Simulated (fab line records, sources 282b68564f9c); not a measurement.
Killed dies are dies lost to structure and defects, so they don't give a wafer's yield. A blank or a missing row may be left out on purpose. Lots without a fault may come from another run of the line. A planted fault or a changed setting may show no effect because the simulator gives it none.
Which tool did it? | flow rit_cmos | 14 lots, 42 wafers sampled, at 6 steps of a route of 202

WHAT THE GAUGES READ, wafer by wafer
RIT_PSD_TW_MEAS_10. Usual: PSD_TW 3413, standard deviation 19.
lot  | measured    | on            | PSD_TW         | flag
L409 | day 3 07:00 | film_metro-04 | 3416 3396 3417 |
L410 | day 3 12:21 | film_metro-01 | 3442 3425 3426 |
L411 | day 3 17:08 | film_metro-04 | 3409 3412 3404 |
L412 | day 3 21:40 | film_metro-04 | 3406 3383 3394 |
L415 | day 4 13:23 | film_metro-04 | 3387 3359 3377 |
L416 | day 4 17:26 | film_metro-02 | 3430 3411 3409 |
L418 | day 5 03:39 | film_metro-04 | 3415 3417 3421 |
L419 | day 5 09:52 | film_metro-01 | 3428 3408 3413 |
L420 | day 5 16:37 | film_metro-02 | 3413 3423 3420 |
L421 | day 6 01:46 | film_metro-02 | 3422 3427 3396 |
L424 | day 6 10:30 | film_metro-02 | 3429 3432 3412 |
L425 | day 6 13:54 | film_metro-02 | 3587 3567 3596 | OFF
L426 | day 6 19:02 | film_metro-02 | 3568 3556 3556 | OFF
L427 | day 7 01:23 | film_metro-01 | 3414 3415 3401 |

RIT_SDANNEAL_RS_MEAS_04: measures by four-point-probe. Usual: PSD_RS 115.88 ohm/sq, standard deviation 0.29.
lot  | measured    | on            | PSD_RS (ohm/sq)      | flag
L409 | day 3 07:31 | film_metro-04 | 116.13 116.32 116.22 |
L410 | day 3 12:52 | film_metro-04 | 116.23 116.23 116.35 |
L411 | day 3 17:40 | film_metro-02 | 116.02 115.86 116.12 |
L412 | day 3 22:13 | film_metro-04 | 115.64 115.71 115.55 |
L415 | day 4 13:59 | film_metro-01 | 115.71 115.43 115.69 |
L416 | day 4 17:58 | film_metro-02 | 116.00 116.18 115.91 |
L418 | day 5 04:08 | film_metro-04 | 115.44 115.16 115.43 |
L419 | day 5 10:21 | film_metro-01 | 115.66 115.97 115.93 |
L420 | day 5 17:07 | film_metro-02 | 115.96 116.02 115.74 |
L421 | day 6 02:18 | film_metro-01 | 115.98 115.87 116.19 |
L424 | day 6 11:11 | film_metro-02 | 115.97 115.56 116.08 |
L425 | day 6 14:25 | film_metro-04 | 108.93 109.51 109.04 | OFF
L426 | day 6 19:32 | film_metro-01 | 108.69 109.04 108.95 | OFF
L427 | day 7 01:53 | film_metro-02 | 115.74 116.10 115.77 |

RIT_SDANNEAL_RS_MEAS_06: measures by four-point-probe. Usual: PLDD_RS 178.6 ohm/sq, standard deviation 0.55.
lot  | measured    | on            | PLDD_RS (ohm/sq)  | flag
L409 | day 3 07:46 | film_metro-04 | 178.2 178.9 177.9 |
L410 | day 3 13:07 | film_metro-04 | 178.2 178.3 178.2 |
L411 | day 3 17:54 | film_metro-02 | 179.6 179.1 179.4 |
L412 | day 3 22:27 | film_metro-04 | 177.7 178.6 177.7 |
L415 | day 4 14:13 | film_metro-01 | 178.2 177.8 178.5 |
L416 | day 4 18:12 | film_metro-02 | 179.4 178.9 178.8 |
L418 | day 5 04:22 | film_metro-04 | 177.7 178.3 178.4 |
L419 | day 5 10:35 | film_metro-01 | 178.7 178.6 179.0 |
L420 | day 5 17:22 | film_metro-02 | 179.5 179.0 179.5 |
L421 | day 6 02:32 | film_metro-01 | 178.4 178.4 178.3 |
L424 | day 6 11:25 | film_metro-02 | 179.0 178.2 178.8 |
L425 | day 6 14:39 | film_metro-04 | 178.5 179.1 178.7 |
L426 | day 6 19:47 | film_metro-01 | 178.5 178.7 178.5 |
L427 | day 7 02:07 | film_metro-02 | 178.4 179.0 178.4 |

WHICH TOOL RAN EACH LOT (tool, then ch and the chambers of the sampled wafers, then the start)
lot  | RIT_PRETRO_STRIP_09                 | RIT_NSD_STRIP_09                    | RIT_PSD_IMPLANT_08
L409 | plasma_asher-04 ch 0,1, day 2 11:47 | plasma_asher-04 ch 0,1, day 3 05:24 | implanter-04 ch 0, day 3 06:40
L410 | plasma_asher-02 ch 0,1, day 2 18:58 | plasma_asher-01 ch 0,1, day 3 10:38 | implanter-02 ch 0, day 3 12:01
L411 | plasma_asher-01 ch 0,1, day 3 00:12 | plasma_asher-04 ch 0,1, day 3 15:25 | implanter-02 ch 0, day 3 16:48
L412 | plasma_asher-01 ch 0,1, day 3 04:38 | plasma_asher-04 ch 0,1, day 3 20:04 | implanter-02 ch 0, day 3 21:22
L415 | plasma_asher-01 ch 0,1, day 3 18:59 | plasma_asher-01 ch 0,1, day 4 11:43 | implanter-02 ch 0, day 4 13:05
L416 | plasma_asher-04 ch 0,1, day 4 00:15 | plasma_asher-01 ch 0,1, day 4 15:46 | implanter-04 ch 0, day 4 17:08
L418 | plasma_asher-04 ch 0,1, day 4 08:59 | plasma_asher-01 ch 0,1, day 5 02:03 | implanter-04 ch 0, day 5 03:19
L419 | plasma_asher-01 ch 0,1, day 4 14:11 | plasma_asher-02 ch 0,1, day 5 08:00 | implanter-04 ch 0, day 5 09:33
L420 | plasma_asher-01 ch 0,1, day 4 23:03 | plasma_asher-02 ch 0,1, day 5 14:53 | implanter-02 ch 0, day 5 16:17
L421 | plasma_asher-04 ch 0,1, day 5 03:14 | plasma_asher-01 ch 0,1, day 6 00:02 | implanter-02 ch 0, day 6 01:28
L424 | plasma_asher-01 ch 0,1, day 5 16:49 | plasma_asher-04 ch 0,1, day 6 08:47 | implanter-02 ch 0, day 6 10:10
L425 | plasma_asher-01 ch 0,1, day 5 19:59 | plasma_asher-02 ch 0,1, day 6 12:17 | implanter-04 ch 0, day 6 13:35
L426 | plasma_asher-02 ch 0,1, day 6 01:40 | plasma_asher-01 ch 0,1, day 6 17:24 | implanter-04 ch 0, day 6 18:44
L427 | plasma_asher-02 ch 0,1, day 6 07:01 | plasma_asher-04 ch 0,1, day 6 23:40 | implanter-02 ch 0, day 7 01:04
- RIT_PRETRO_STRIP_09: strips in O2, time 180 s.
- RIT_NSD_STRIP_09: strips in O2, time 180 s.
- RIT_PSD_IMPLANT_08

WHAT THE TOOLS THEMSELVES READ (means of the sampled wafers that have a number; where no wafer has one, the mark that the record gives instead)
RIT_PRETRO_STRIP_09. Usual: drypump_motor_current_A 5.4 A, standard deviation 0.34; rf_refl_power_W 7.2 W, standard deviation 1.1.
lot  | tool            | drypump_motor_current_A (A) | rf_refl_power_W (W) | flag
L409 | plasma_asher-04 | 5.5                         | 6.4                 |
L410 | plasma_asher-02 | 5.4                         | 7.3                 |
L411 | plasma_asher-01 | 5.4                         | 6.9                 |
L412 | plasma_asher-01 | 5.4                         | 7.0                 |
L415 | plasma_asher-01 | 5.4                         | 7.0                 |
L416 | plasma_asher-04 | 5.7                         | 5.8                 |
L418 | plasma_asher-04 | 5.7                         | 5.6                 |
L419 | plasma_asher-01 | 5.4                         | 7.0                 |
L420 | plasma_asher-01 | 5.4                         | 7.2                 |
L421 | plasma_asher-04 | 5.7                         | 5.7                 |
L424 | plasma_asher-01 | 5.5                         | 7.7                 |
L425 | plasma_asher-01 | 5.4                         | 7.0                 |
L426 | plasma_asher-02 | 5.4                         | 7.5                 |
L427 | plasma_asher-02 | 5.4                         | 7.4                 |

RIT_NSD_STRIP_09. Usual: drypump_motor_current_A 5.4 A, standard deviation 0.37; rf_refl_power_W 7.1 W, standard deviation 1.1.
lot  | tool            | drypump_motor_current_A (A) | rf_refl_power_W (W) | flag
L409 | plasma_asher-04 | 5.7                         | 5.8                 |
L410 | plasma_asher-01 | 5.5                         | 7.7                 |
L411 | plasma_asher-04 | 5.6                         | 6.3                 |
L412 | plasma_asher-04 | 5.7                         | 5.7                 |
L415 | plasma_asher-01 | 5.4                         | 7.0                 |
L416 | plasma_asher-01 | 5.5                         | 7.7                 |
L418 | plasma_asher-01 | 5.4                         | 7.0                 |
L419 | plasma_asher-02 | 5.1                         | 7.8                 |
L420 | plasma_asher-02 | 5.4                         | 7.4                 |
L421 | plasma_asher-01 | 5.4                         | 7.2                 |
L424 | plasma_asher-04 | 5.7                         | 5.7                 |
L425 | plasma_asher-02 | 5.4                         | 7.4                 |
L426 | plasma_asher-01 | 5.4                         | 6.9                 |
L427 | plasma_asher-04 | 5.7                         | 6.1                 |

RIT_PSD_IMPLANT_08. Usual: beam_energy_keV 27.001, standard deviation 0.0094; beam_on_s 15.7 s, standard deviation 1.6; dose_ions_cm2 5.001e+15, standard deviation 6e+12; faraday_current_uA 9901, standard deviation 930.
lot  | tool         | beam_energy_keV | beam_on_s (s) | dose_ions_cm2 | faraday_current_uA | flag
L409 | implanter-04 | 27.007          | 17.8          | 4.997e+15     | 8726               |
L410 | implanter-02 | 27.009          | 14.4          | 5.001e+15     | 10717              |
L411 | implanter-02 | 26.989          | 14.4          | 4.992e+15     | 10712              |
L412 | implanter-02 | 26.999          | 14.5          | 4.994e+15     | 10618              |
L415 | implanter-02 | 27.000          | 14.3          | 5.000e+15     | 10785              |
L416 | implanter-04 | 26.997          | 17.3          | 5.000e+15     | 8974               |
L418 | implanter-04 | 26.998          | 17.4          | 5.004e+15     | 8892               |
L419 | implanter-04 | 27.002          | 17.7          | 5.004e+15     | 8743               |
L420 | implanter-02 | 26.994          | 14.5          | 5.001e+15     | 10611              |
L421 | implanter-02 | 26.997          | 14.6          | 5.002e+15     | 10594              |
L424 | implanter-02 | 27.001          | 14.4          | 4.997e+15     | 10674              |
L425 | implanter-04 | 27.020          | 31.7          | 8.827e+15     | 8646               | OFF
L426 | implanter-04 | 26.998          | 30.5          | 8.813e+15     | 8977               | OFF
L427 | implanter-02 | 26.999          | 14.4          | 4.999e+15     | 10719              |

THE ANSWER, worked out from the rows above alone
Rule: a lot is off if the mean of its wafers that have a number lies more than 3 standard deviations from the usual mean. A lot without any number at a reading at which 4 lots or more have one is off too. The other lots that the step has rows for count as sound. The gauges are gone through in route order, then the tools' own readings, and for those a lot's mean is taken as printed above. The first step at which some lot is off is used, and at that step the reading that is off furthest; a lot without a number counts as furthest.
Off: L425, L426, at RIT_PSD_TW_MEAS_10 (PSD_TW).
A tool fits if, at a process step before that reading, it ran every lot that is off, and no sound lot after the first of them. The gauges at RIT_PSD_TW_MEAS_10 aren't tried: what is off there is off at RIT_SDANNEAL_RS_MEAS_04 too, on other tools, and a gauge's error can't cause that. One fits: implanter-04 at RIT_PSD_IMPLANT_08. Its last sound lot is L419 (day 5 09:33), its first lot that is off L425 (day 6 13:35): a fault that began between those two fits.
The tool's own readings at RIT_PSD_IMPLANT_08 bear it out: on the lots that are off they differ by more than 5 times the standard deviation of the sound lots' means. beam_on_s reads 31.1 s there against 15.5 s on the sound lots; dose_ions_cm2 reads 8.820e+15 there against 4.999e+15 on the sound lots.

WHAT THE SIMULATOR HAD PUT IN
Process parameter drift: implanter-04, from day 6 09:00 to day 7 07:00, at RIT_PSD_IMPLANT_08. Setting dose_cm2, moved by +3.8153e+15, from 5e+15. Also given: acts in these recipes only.
Lots struck among those shown: L425, L426. The rule above found the same.
